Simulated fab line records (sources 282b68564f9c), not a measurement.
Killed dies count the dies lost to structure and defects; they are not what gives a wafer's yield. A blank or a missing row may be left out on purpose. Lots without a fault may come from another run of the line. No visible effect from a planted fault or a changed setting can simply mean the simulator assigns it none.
fab line records	flow ritCmos
record lots=14	wafers=42	lastDay=8
route steps=202 shown NLDD@109 PSD@152 SDANNEAL@156 NSD@158 PLDD@159 CONTACT@176 M1@202
lots with no fault: from the same line, run without faults
startH: the number of hours between the record's first day and the start of the first shown wafer of the lot	waitH: hours since the lot's step before	" repeats the value in the row above	L1.1+2: a single row standing in for several wafers	- no value, or no start given	* or withheld: withheld	< > ~ a bound
route shown NAME@n: names a module that has steps shown in the file, with the first one's number in the route	usual: average and standard deviation across the fault-free wafers	same: alike in all rows	chamber/n: place in a boat	sites: per-site readings	_std_site: standard deviation across them	_edge_site: inner sites' mean taken away from outer sites' mean	radiusMm: how far each site lies from the wafer's centre	mask NAME#n: copy n	behind: tool/chamber where the wafer was last shaped	hold: why the lot went on hold/how many hours it stayed there/how the hold came to an end	device: whichever transistor did not switch (one of n, p or np)	end of line: at the end of the route, the tests of the same wafers	step lacking rows: just its recipe	killed: the dies lost at the first sort to structure and to defects; this is not the yield of the wafer	map: a wafer's dies, x killed, . not, _ none there
set.NAME: the setting that was run; set.NAME@STEP: the one run at that earlier step	model.NAME: the simulator's own value behind a step, which no gauge read
one table for each step of the route and one row for each wafer, over a sample of lots
## steps
# step RIT_NLDD_OVL_MEAS_06
# usual NLDD_OVL=1.5/1.5
lot.wafer	tool	chamber	startH	waitH	NLDD_OVL[nm]
L238.3	overlay-02	-	40.57	-	4.0
L238.4	"	-	"	"	3.5
L238.6	"	-	"	"	2.5
L239.1	overlay-01	-	45.72	-	-0.9
L239.3	"	-	"	"	0.4
L239.6	"	-	"	"	-1.2
L241.2	overlay-02	-	57.74	-	1.8
L241.3	"	-	"	"	3.9
L241.5	"	-	"	"	1.9
L242.1	overlay-02	-	64.86	-	4.3
L242.4	"	-	"	"	3.9
L242.6	"	-	"	"	2.0
L243.3	overlay-02	-	67.32	-	2.7
L243.4	"	-	"	"	2.6
L243.5	"	-	"	"	2.2
L245.1	overlay-01	-	77.32	-	2.9
L245.3	"	-	"	"	3.1
L245.4	"	-	"	"	2.4
L246.1	overlay-01	-	82.20	-	2.9
L246.2	"	-	"	"	3.2
L246.4	"	-	"	"	2.4
L247.2	overlay-02	-	87.43	-	1.9
L247.4	"	-	"	"	2.4
L247.6	"	-	"	"	1.9
L248.3	overlay-01	-	90.82	-	1.9
L248.4	"	-	"	"	1.5
L248.6	"	-	"	"	2.1
L249.4	overlay-01	-	96.98	-	2.8
L249.5	"	-	"	"	1.0
L249.6	"	-	"	"	3.5
L251.2	overlay-01	-	107.29	-	-2.2
L251.3	"	-	"	"	0.1
L251.5	"	-	"	"	-0.2
L258.1	overlay-01	-	144.60	-	-0.5
L258.2	"	-	"	"	-0.2
L258.4	"	-	"	"	-0.8
L259.2	overlay-02	-	149.94	-	1.7
L259.4	"	-	"	"	0.5
L259.6	"	-	"	"	1.0
L261.3	overlay-02	-	168.78	-	0.8
L261.4	"	-	"	"	-0.1
L261.6	"	-	"	"	-0.5
# step RIT_PSD_TW_MEAS_10
# usual PSD_TW=3415/18
lot.wafer	tool	chamber	startH	waitH	PSD_TW
L238.3	filmMetro-03	-	48.18	0.1	3377
L238.4	"	-	"	"	3405
L238.6	"	-	"	"	3400
L239.1	filmMetro-01	-	53.65	0.1	3378
L239.3	"	-	"	"	3393
L239.6	"	-	"	"	3415
L241.2	filmMetro-03	-	65.62	0.1	3402
L241.3	"	-	"	"	3403
L241.5	"	-	"	"	3388
L242.1	filmMetro-01	-	72.50	0.1	3425
L242.4	"	-	"	"	3427
L242.6	"	-	"	"	3418
L243.3	filmMetro-01	-	74.87	0.1	3425
L243.4	"	-	"	"	3427
L243.5	"	-	"	"	3407
L245.1	filmMetro-02	-	85.06	0.1	3401
L245.3	"	-	"	"	3419
L245.4	"	-	"	"	3413
L246.1	filmMetro-03	-	89.72	0.1	3414
L246.2	"	-	"	"	3412
L246.4	"	-	"	"	3408
L247.2	filmMetro-02	-	95.81	0.1	3418
L247.4	"	-	"	"	3411
L247.6	"	-	"	"	3418
L248.3	filmMetro-02	-	99.23	0.1	3438
L248.4	"	-	"	"	3438
L248.6	"	-	"	"	3431
L249.4	filmMetro-02	-	105.76	0.1	3431
L249.5	"	-	"	"	3433
L249.6	"	-	"	"	3422
L251.2	filmMetro-02	-	116.69	0.1	3443
L251.3	"	-	"	"	3426
L251.5	"	-	"	"	3436
L258.1	filmMetro-03	-	153.81	0.1	3424
L258.2	"	-	"	"	3401
L258.4	"	-	"	"	3419
L259.2	filmMetro-02	-	162.96	0.1	3451
L259.4	"	-	"	"	3439
L259.6	"	-	"	"	3423
L261.3	filmMetro-03	-	176.33	0.1	3404
L261.4	"	-	"	"	3394
L261.6	"	-	"	"	3397
# step RIT_SDANNEAL_RTA_03
# recipe tempC=1050	timeS=5	idleTempC=600	rampUpCPerS=342	rampDownCPerS=171	coolToC=600	ambient=N2
# usual annealTempCMax=1053.7/0.94	rampDownCPerS=171.00/0.03	wafer_temp_C_max=1053.7/1.2
lot.wafer	tool	chamber	startH	waitH	annealTempCMax	rampDownCPerS	wafer_temp_C_max
L238.3	rtpAnneal-02	0	48.62	0.0	1053.2	171.05	1052.3
L238.4	"	0	"	"	1054.0	170.96	1052.8
L238.6	"	0	"	"	1053.9	171.02	1055.1
L239.1	rtpAnneal-01	0	54.11	0.0	1053.4	170.98	1052.1
L239.3	"	0	"	"	1052.1	171.02	1055.0
L239.6	"	0	"	"	1052.7	170.99	1053.7
L241.2	rtpAnneal-01	0	66.08	0.0	1053.2	171.03	1055.9
L241.3	"	0	"	"	1052.4	170.97	1054.3
L241.5	"	0	"	"	1053.2	171.04	1054.6
L242.1	rtpAnneal-02	0	73.12	0.0	1054.3	170.98	1053.7
L242.4	"	0	"	"	1054.5	170.99	1052.5
L242.6	"	0	"	"	1054.5	171.02	1052.1
L243.3	rtpAnneal-01	0	75.47	0.0	1053.5	170.98	1055.6
L243.4	"	0	"	"	1053.9	170.98	1055.7
L243.5	"	0	"	"	1053.8	170.96	1053.5
L245.1	rtpAnneal-01	0	85.48	0.0	1054.3	171.02	1052.8
L245.3	"	0	"	"	1054.0	170.97	1056.2
L245.4	"	0	"	"	1053.8	170.99	1056.5
L246.1	rtpAnneal-02	0	90.15	0.0	1053.7	171.02	1053.7
L246.2	"	0	"	"	1053.1	170.95	1053.7
L246.4	"	0	"	"	1054.3	170.95	1055.3
L247.2	rtpAnneal-01	0	96.24	0.0	1052.9	171.00	1055.3
L247.4	"	0	"	"	1053.8	170.99	1052.1
L247.6	"	0	"	"	1055.0	171.05	1053.9
L248.3	rtpAnneal-02	0	99.65	0.0	1053.7	170.99	1056.4
L248.4	"	0	"	"	1053.9	170.92	1053.2
L248.6	"	0	"	"	1054.0	170.96	1052.9
L249.4	rtpAnneal-01	0	106.20	0.0	1053.1	171.05	1052.3
L249.5	"	0	"	"	1053.6	170.97	1053.3
L249.6	"	0	"	"	1052.9	170.98	1052.7
L251.2	rtpAnneal-01	0	117.15	0.0	1052.7	171.02	1055.0
L251.3	"	0	"	"	1052.6	171.00	1053.5
L251.5	"	0	"	"	1052.6	171.02	1053.1
L258.1	rtpAnneal-02	0	154.59	0.0	1055.4	171.02	1052.2
L258.2	"	0	"	"	1056.2	171.01	1054.5
L258.4	"	0	"	"	1053.3	170.99	1055.1
L259.2	rtpAnneal-01	0	163.56	0.0	1052.1	171.02	1051.9
L259.4	"	0	"	"	1051.8	171.03	1052.3
L259.6	"	0	"	"	1052.1	170.93	1054.2
L261.3	rtpAnneal-01	0	176.78	0.0	1054.1	171.00	1053.6
L261.4	"	0	"	"	1053.3	171.00	1054.0
L261.6	"	0	"	"	1053.8	170.98	1052.5
# step RIT_SDANNEAL_RS_MEAS_04
# recipe thkMeasGauge=four-point-probe
# usual PSD_RS=115.92/0.26
lot.wafer	tool	chamber	startH	waitH	PSD_RS[ohm/sq]
L238.3	filmMetro-03	-	48.70	0.1	116.55
L238.4	"	-	"	"	116.03
L238.6	"	-	"	"	116.08
L239.1	filmMetro-02	-	54.17	0.0	115.82
L239.3	"	-	"	"	115.89
L239.6	"	-	"	"	115.32
L241.2	filmMetro-02	-	66.15	0.1	116.46
L241.3	"	-	"	"	115.82
L241.5	"	-	"	"	115.81
L242.1	filmMetro-02	-	73.18	0.0	115.88
L242.4	"	-	"	"	116.12
L242.6	"	-	"	"	115.98
L243.3	filmMetro-02	-	75.55	0.1	115.70
L243.4	"	-	"	"	115.69
L243.5	"	-	"	"	115.84
L245.1	filmMetro-02	-	85.54	0.0	115.95
L245.3	"	-	"	"	115.81
L245.4	"	-	"	"	115.96
L246.1	filmMetro-03	-	90.20	0.0	116.35
L246.2	"	-	"	"	116.00
L246.4	"	-	"	"	116.08
L247.2	filmMetro-02	-	96.30	0.1	116.08
L247.4	"	-	"	"	116.12
L247.6	"	-	"	"	115.94
L248.3	filmMetro-02	-	99.73	0.1	115.93
L248.4	"	-	"	"	115.68
L248.6	"	-	"	"	115.63
L249.4	filmMetro-01	-	106.29	0.1	116.38
L249.5	"	-	"	"	116.24
L249.6	"	-	"	"	116.16
L251.2	filmMetro-02	-	117.22	0.1	115.53
L251.3	"	-	"	"	116.08
L251.5	"	-	"	"	115.54
L258.1	filmMetro-03	-	154.65	0.0	115.84
L258.2	"	-	"	"	115.78
L258.4	"	-	"	"	116.04
L259.2	filmMetro-03	-	163.63	0.1	97.99
L259.4	"	-	"	"	97.81
L259.6	"	-	"	"	97.70
L261.3	filmMetro-02	-	176.86	0.1	97.52
L261.4	"	-	"	"	97.43
L261.6	"	-	"	"	97.64
# step RIT_SDANNEAL_RS_MEAS_05
# recipe thkMeasGauge=four-point-probe
# usual NSD_RS=84.47/0.26
lot.wafer	tool	chamber	startH	waitH	NSD_RS[ohm/sq]
L238.3	filmMetro-03	-	48.82	0.1	84.67
L238.4	"	-	"	"	84.59
L238.6	"	-	"	"	84.88
L239.1	filmMetro-02	-	54.29	0.1	84.71
L239.3	"	-	"	"	84.71
L239.6	"	-	"	"	84.33
L241.2	filmMetro-02	-	66.27	0.1	84.73
L241.3	"	-	"	"	84.54
L241.5	"	-	"	"	84.81
L242.1	filmMetro-02	-	73.30	0.1	84.70
L242.4	"	-	"	"	84.63
L242.6	"	-	"	"	84.74
L243.3	filmMetro-02	-	75.67	0.1	84.55
L243.4	"	-	"	"	84.60
L243.5	"	-	"	"	84.51
L245.1	filmMetro-02	-	85.66	0.1	84.23
L245.3	"	-	"	"	84.59
L245.4	"	-	"	"	84.73
L246.1	filmMetro-03	-	90.32	0.1	84.40
L246.2	"	-	"	"	84.56
L246.4	"	-	"	"	84.44
L247.2	filmMetro-02	-	96.42	0.1	84.46
L247.4	"	-	"	"	84.19
L247.6	"	-	"	"	84.65
L248.3	filmMetro-02	-	99.85	0.1	84.48
L248.4	"	-	"	"	84.04
L248.6	"	-	"	"	83.95
L249.4	filmMetro-01	-	106.41	0.1	84.44
L249.5	"	-	"	"	84.53
L249.6	"	-	"	"	84.42
L251.2	filmMetro-02	-	117.34	0.1	84.49
L251.3	"	-	"	"	84.42
L251.5	"	-	"	"	84.37
L258.1	filmMetro-03	-	154.77	0.1	83.91
L258.2	"	-	"	"	84.03
L258.4	"	-	"	"	84.00
L259.2	filmMetro-03	-	163.75	0.1	81.41
L259.4	"	-	"	"	81.32
L259.6	"	-	"	"	81.35
L261.3	filmMetro-02	-	176.98	0.1	81.04
L261.4	"	-	"	"	81.29
L261.6	"	-	"	"	80.92
# step RIT_SDANNEAL_RS_MEAS_06
# recipe thkMeasGauge=four-point-probe
# usual PLDD_RS=176.9/0.5
lot.wafer	tool	chamber	startH	waitH	PLDD_RS[ohm/sq]
L238.3	filmMetro-03	-	48.94	0.1	177.1
L238.4	"	-	"	"	177.5
L238.6	"	-	"	"	177.7
L239.1	filmMetro-02	-	54.41	0.1	176.8
L239.3	"	-	"	"	177.3
L239.6	"	-	"	"	176.8
L241.2	filmMetro-02	-	66.39	0.1	177.0
L241.3	"	-	"	"	177.1
L241.5	"	-	"	"	176.9
L242.1	filmMetro-02	-	73.42	0.1	177.6
L242.4	"	-	"	"	177.1
L242.6	"	-	"	"	177.6
L243.3	filmMetro-02	-	75.79	0.1	176.6
L243.4	"	-	"	"	176.6
L243.5	"	-	"	"	177.0
L245.1	filmMetro-02	-	85.78	0.1	177.4
L245.3	"	-	"	"	177.2
L245.4	"	-	"	"	177.4
L246.1	filmMetro-03	-	90.44	0.1	177.0
L246.2	"	-	"	"	177.1
L246.4	"	-	"	"	177.3
L247.2	filmMetro-02	-	96.54	0.1	176.7
L247.4	"	-	"	"	176.9
L247.6	"	-	"	"	176.8
L248.3	filmMetro-02	-	99.97	0.1	177.3
L248.4	"	-	"	"	177.6
L248.6	"	-	"	"	177.4
L249.4	filmMetro-01	-	106.53	0.1	177.2
L249.5	"	-	"	"	177.2
L249.6	"	-	"	"	176.7
L251.2	filmMetro-02	-	117.46	0.1	176.7
L251.3	"	-	"	"	176.9
L251.5	"	-	"	"	176.9
L258.1	filmMetro-03	-	154.89	0.1	176.9
L258.2	"	-	"	"	176.7
L258.4	"	-	"	"	176.8
L259.2	filmMetro-03	-	163.87	0.1	160.2
L259.4	"	-	"	"	159.9
L259.6	"	-	"	"	160.0
L261.3	filmMetro-02	-	177.10	0.1	160.3
L261.4	"	-	"	"	160.4
L261.6	"	-	"	"	160.8
# step RIT_SDANNEAL_RS_MEAS_07
# recipe thkMeasGauge=four-point-probe
# usual NLDD_RS=151.5/0.5
lot.wafer	tool	chamber	startH	waitH	NLDD_RS[ohm/sq]
L238.3	filmMetro-03	-	49.06	0.1	151.5
L238.4	"	-	"	"	152.1
L238.6	"	-	"	"	151.1
L239.1	filmMetro-02	-	54.53	0.1	152.0
L239.3	"	-	"	"	152.1
L239.6	"	-	"	"	151.8
L241.2	filmMetro-02	-	66.51	0.1	151.5
L241.3	"	-	"	"	150.7
L241.5	"	-	"	"	150.8
L242.1	filmMetro-02	-	73.54	0.1	150.3
L242.4	"	-	"	"	151.3
L242.6	"	-	"	"	151.2
L243.3	filmMetro-02	-	75.91	0.1	151.6
L243.4	"	-	"	"	151.6
L243.5	"	-	"	"	151.3
L245.1	filmMetro-02	-	85.90	0.1	151.5
L245.3	"	-	"	"	151.1
L245.4	"	-	"	"	151.7
L246.1	filmMetro-03	-	90.56	0.1	151.2
L246.2	"	-	"	"	150.9
L246.4	"	-	"	"	151.0
L247.2	filmMetro-02	-	96.66	0.1	152.2
L247.4	"	-	"	"	152.1
L247.6	"	-	"	"	152.3
L248.3	filmMetro-02	-	100.09	0.1	151.9
L248.4	"	-	"	"	152.0
L248.6	"	-	"	"	151.6
L249.4	filmMetro-01	-	106.65	0.1	151.4
L249.5	"	-	"	"	151.5
L249.6	"	-	"	"	151.2
L251.2	filmMetro-02	-	117.58	0.1	151.3
L251.3	"	-	"	"	151.9
L251.5	"	-	"	"	151.8
L258.1	filmMetro-03	-	155.01	0.1	151.4
L258.2	"	-	"	"	152.0
L258.4	"	-	"	"	151.8
L259.2	filmMetro-03	-	163.99	0.1	149.6
L259.4	"	-	"	"	148.9
L259.6	"	-	"	"	149.1
L261.3	filmMetro-02	-	177.22	0.1	148.1
L261.4	"	-	"	"	148.4
L261.6	"	-	"	"	148.2
# step RIT_CONTACT_CD_MEAS_08
# recipe targetCdNm=1000
# usual cdNm=999.2/1.9
lot.wafer	tool	chamber	startH	waitH	cdNm
L238.3	cdSem-02	-	50.90	-	1000.2
L238.4	"	-	"	"	1001.0
L238.6	"	-	"	"	1001.7
L239.1	cdSem-02	-	56.25	-	999.4
L239.3	"	-	"	"	999.5
L239.6	"	-	"	"	999.8
L241.2	cdSem-02	-	68.35	-	998.5
L241.3	"	-	"	"	1002.3
L241.5	"	-	"	"	1001.3
L242.1	cdSem-01	-	75.25	-	995.6
L242.4	"	-	"	"	995.6
L242.6	"	-	"	"	995.6
L243.3	cdSem-02	-	77.71	-	995.5
L243.4	"	-	"	"	997.0
L243.5	"	-	"	"	995.7
L245.1	cdSem-01	-	88.08	-	997.8
L245.3	"	-	"	"	999.8
L245.4	"	-	"	"	999.6
L246.1	cdSem-01	-	92.30	-	998.6
L246.2	"	-	"	"	999.1
L246.4	"	-	"	"	995.7
L247.2	cdSem-01	-	98.51	-	999.2
L247.4	"	-	"	"	1001.4
L247.6	"	-	"	"	1002.7
L248.3	cdSem-01	-	102.03	-	998.6
L248.4	"	-	"	"	998.9
L248.6	"	-	"	"	998.1
L249.4	cdSem-02	-	108.37	-	996.5
L249.5	"	-	"	"	999.0
L249.6	"	-	"	"	997.8
L251.2	cdSem-02	-	119.42	-	1000.4
L251.3	"	-	"	"	997.6
L251.5	"	-	"	"	999.2
L258.1	cdSem-01	-	156.72	-	997.9
L258.2	"	-	"	"	999.1
L258.4	"	-	"	"	999.9
L259.2	cdSem-01	-	165.73	-	1000.1
L259.4	"	-	"	"	1000.6
L259.6	"	-	"	"	999.3
L261.3	cdSem-01	-	178.94	-	998.3
L261.4	"	-	"	"	998.7
L261.6	"	-	"	"	999.4
# step RIT_M1_PROBE_99
# usual killedAtContacts=0.1/0.31	killedAtFrontEnd=6.3/3	killedDies=6.4/3	killedOpen=3/1.9	killedShort=3.4/1.9
# same grossDies=264	killed_at_M0_to_M3=0	killed_at_M4_up=0	killedAtBackSide=0	killedAtOther=0
lot.wafer	tool	chamber	startH	waitH	killedAtContacts	killedAtFrontEnd	killedDies	killedOpen	killedShort
L242.1	prober-01	-	80.64	0.1	0	4	4	0	4
L242.4	prober-01	-	80.79	0.2	0	7	7	3	4
L242.6	prober-01	-	80.89	0.2	1	4	5	2	3
L247.2	prober-02	-	104.21	0.1	0	3	3	1	2
L247.4	prober-02	-	104.31	0.2	0	3	3	3	0
L247.6	prober-02	-	104.41	0.2	0	4	4	1	3
L259.2	prober-02	-	171.04	0.1	0	4	4	2	2
L259.4	prober-02	-	171.14	0.2	0	5	5	3	2
L259.6	prober-02	-	171.24	0.2	0	4	4	2	2
L261.3	prober-02	-	186.53	0.2	0	4	4	2	2
L261.4	prober-02	-	186.58	0.2	0	4	4	3	1
L261.6	prober-02	-	186.68	0.2	0	2	2	2	0
# killed by level:class
L242.1 ACTIVE:geometricParticle:short=1 FOX1:geometricParticle:short=1 REOX:geometricParticle:short=1 SPACER:geometricParticle:short=1
L242.4 FOX2:geometricParticle:short=1 FOX2:geometricParticle:open=1 GATE:geometricParticle:open=1 GATE:geometricParticle:short=1 REOX:geometricParticle:short=1 REOX:geometricParticle:open=1 SILICIDE:geometricParticle:short=1
L242.6 GATE:geometricParticle:open=1 GATE:geometricParticle:short=1 SPACER:geometricParticle:open=1 SILICIDE:geometricParticle:short=1 CONTACT:geometricParticle:short=1
L247.2 REOX:geometricParticle:short=1 REOX:geometricParticle:open=1 SPACER:geometricParticle:short=1
L247.4 SPACER:geometricParticle:open=2 FOX1:geometricParticle:open=1
L247.6 SPACER:geometricParticle:short=2 GATE:geometricParticle:open=1 GATE:geometricParticle:short=1
L259.2 GATE:geometricParticle:short=2 GATE:geometricParticle:open=1 REOX:geometricParticle:open=1
L259.4 REOX:geometricParticle:short=2 GATE:geometricParticle:open=1 REOX:geometricParticle:open=1 SPACER:geometricParticle:open=1
L259.6 FOX1:geometricParticle:open=1 GATE:geometricParticle:short=1 REOX:geometricParticle:short=1 SPACER:geometricParticle:open=1
L261.3 GATE:geometricParticle:open=2 FOX1:geometricParticle:short=1 GATE:geometricParticle:short=1
L261.4 SPACER:geometricParticle:open=3 GATE:geometricParticle:short=1
L261.6 REOX:geometricParticle:open=1 SPACER:geometricParticle:open=1
## key
firstSign step=RIT_SDANNEAL_RS_MEAS_04	reading=PSD_RS	direction=down	sigmas=69	usual=115.92	struck=97.68
effect step=RIT_SDANNEAL_RS_MEAS_05	reading=NSD_RS	direction=down	sigmas=13	usual=84.47	struck=81.22
effect step=RIT_SDANNEAL_RS_MEAS_06	reading=PLDD_RS	direction=down	sigmas=33	usual=176.9	struck=160.3
effect step=RIT_SDANNEAL_RS_MEAS_07	reading=NLDD_RS	direction=down	sigmas=5.7	usual=151.5	struck=148.7
metAt RIT_SDANNEAL_RTA_03
struckLots L259,L261
testerLeftOut L259,L261
notActingAt RIT_NLDD_OVL_MEAS_06,RIT_PSD_TW_MEAS_10,RIT_CONTACT_CD_MEAS_08
onsetBetween 117.15 163.56
alsoFits time
fault kind=processParameterDrift	tool=rtpAnneal-01	chamber=-	onsetH=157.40	steps=RIT_SDANNEAL_RTA_03	channel=timeS	offset=*	shape=step	endH=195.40	actsIn=*	stated=*
# testerLeftOut: of these lots the tester's yield and bins aren't shown, on N5 and GAA mostly nor the transistor test; their killed dies are dies lost to structure and defects alone, not to doping, threshold or leakage, so they don't give the yield
